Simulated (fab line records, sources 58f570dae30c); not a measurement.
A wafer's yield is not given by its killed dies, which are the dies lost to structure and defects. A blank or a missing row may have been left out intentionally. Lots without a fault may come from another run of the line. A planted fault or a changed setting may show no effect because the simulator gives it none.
Chamber matching || flow berkeley_cmos170 || UCB170_NWELL_ETCH_13 on rie_diel-02: 4 sister chambers
The step etches Si3N4 in CH3F/Ar/O2, stops on SiO2, target depth 246.4 nm, time 154 s. 14 wafers are shown with their chamber, then 7 later ones without.

== WAFERS PAIRED WITH THEIR CHAMBERS ==
{"wafer": "L860.2", "chamber": 1, "drypump_motor_current_A (A)": 6.7, "throttle_valve_pct (%)": 8.23, "oes_product_au (a.u.)": 0.939}
{"wafer": "L860.4", "chamber": 3, "drypump_motor_current_A (A)": 5.7, "throttle_valve_pct (%)": 7.89, "oes_product_au (a.u.)": 0.933}
{"wafer": "L860.5", "chamber": 0, "drypump_motor_current_A (A)": 6.4, "throttle_valve_pct (%)": 8.14, "oes_product_au (a.u.)": 0.935}
{"wafer": "L862.1", "chamber": 3, "drypump_motor_current_A (A)": 5.7, "throttle_valve_pct (%)": 7.91, "oes_product_au (a.u.)": 0.937}
{"wafer": "L862.2", "chamber": 1, "drypump_motor_current_A (A)": 6.7, "throttle_valve_pct (%)": 8.22, "oes_product_au (a.u.)": 0.955}
{"wafer": "L862.3", "chamber": 2, "drypump_motor_current_A (A)": 6.3, "throttle_valve_pct (%)": 8.17, "oes_product_au (a.u.)": 0.931}
{"wafer": "L864.1", "chamber": 2, "drypump_motor_current_A (A)": 6.4, "throttle_valve_pct (%)": 8.20, "oes_product_au (a.u.)": 0.926}
{"wafer": "L864.4", "chamber": 0, "drypump_motor_current_A (A)": 6.4, "throttle_valve_pct (%)": 8.13, "oes_product_au (a.u.)": 0.946}
{"wafer": "L864.6", "chamber": 1, "drypump_motor_current_A (A)": 6.7, "throttle_valve_pct (%)": 8.20, "oes_product_au (a.u.)": 0.954}
{"wafer": "L866.1", "chamber": 2, "drypump_motor_current_A (A)": 6.3, "throttle_valve_pct (%)": 8.22, "oes_product_au (a.u.)": 0.925}
{"wafer": "L866.2", "chamber": 3, "drypump_motor_current_A (A)": 5.7, "throttle_valve_pct (%)": 7.90, "oes_product_au (a.u.)": 0.930}
{"wafer": "L866.6", "chamber": 2, "drypump_motor_current_A (A)": 6.4, "throttle_valve_pct (%)": 8.21, "oes_product_au (a.u.)": 0.926}
{"wafer": "L876.1", "chamber": 3, "drypump_motor_current_A (A)": 5.7, "throttle_valve_pct (%)": 7.89, "oes_product_au (a.u.)": 0.932}
{"wafer": "L876.3", "chamber": 1, "drypump_motor_current_A (A)": 6.7, "throttle_valve_pct (%)": 8.22, "oes_product_au (a.u.)": 0.938}

SIGNATURES, as means of the wafers listed above
{"reading": "drypump_motor_current_A", "chamber 0": 6.400, "chamber 1": 6.700, "chamber 2": 6.350, "chamber 3": 5.700, "scatter within a chamber": 0.0316}
{"reading": "throttle_valve_pct", "chamber 0": 8.1350, "chamber 1": 8.2175, "chamber 2": 8.2000, "chamber 3": 7.8975, "scatter within a chamber": 0.0148}
{"reading": "oes_product_au", "chamber 0": 0.94050, "chamber 1": 0.94650, "chamber 2": 0.92700, "chamber 3": 0.93300, "scatter within a chamber": 0.00605}
Rule: a wafer lies at a distance from a chamber equal to the root of the sum of squares, over the readings, of (its reading less the chamber's mean, divided by the reading's scatter). If the next closest chamber is less than 2 further off than the closest, the wafer can't be placed; otherwise it belongs to the closest. How the scatter is found: for the shown wafers, subtract from each reading the mean of its chamber, square and add these, divide the total by (wafers less chambers), then take the root.

== WAFERS MISSING THEIR CHAMBER ==
{"wafer": "L876.4", "drypump_motor_current_A (A)": 6.4, "throttle_valve_pct (%)": 8.22, "oes_product_au (a.u.)": 0.925}
{"wafer": "L881.1", "drypump_motor_current_A (A)": 6.3, "throttle_valve_pct (%)": 8.19, "oes_product_au (a.u.)": 0.918}
{"wafer": "L881.3", "drypump_motor_current_A (A)": 6.7, "throttle_valve_pct (%)": 8.21, "oes_product_au (a.u.)": 0.927}
{"wafer": "L881.5", "drypump_motor_current_A (A)": 6.4, "throttle_valve_pct (%)": 8.21, "oes_product_au (a.u.)": 0.914}
{"wafer": "L883.2", "drypump_motor_current_A (A)": 6.4, "throttle_valve_pct (%)": 8.13, "oes_product_au (a.u.)": 0.929}
{"wafer": "L883.4", "drypump_motor_current_A (A)": 6.4, "throttle_valve_pct (%)": 8.15, "oes_product_au (a.u.)": 0.922}
{"wafer": "L883.6", "drypump_motor_current_A (A)": 6.7, "throttle_valve_pct (%)": 8.24, "oes_product_au (a.u.)": 0.945}

== EACH ONE'S CHAMBER ==
{"wafer": "L876.4", "from the rows above": 2, "in truth": 2}
{"wafer": "L881.1", "from the rows above": 2, "in truth": 2}
{"wafer": "L881.3", "from the rows above": 1, "in truth": 1}
{"wafer": "L881.5", "from the rows above": 2, "in truth": 2}
{"wafer": "L883.2", "from the rows above": 0, "in truth": 0}
{"wafer": "L883.4", "from the rows above": "can't be placed: 0 or 2", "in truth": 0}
{"wafer": "L883.6", "from the rows above": 1, "in truth": 1}
Correct placement for 6 of the 7. Unplaceable from these rows: 1, with the true chamber sitting among the candidates in 1. Placed wrongly: 0.
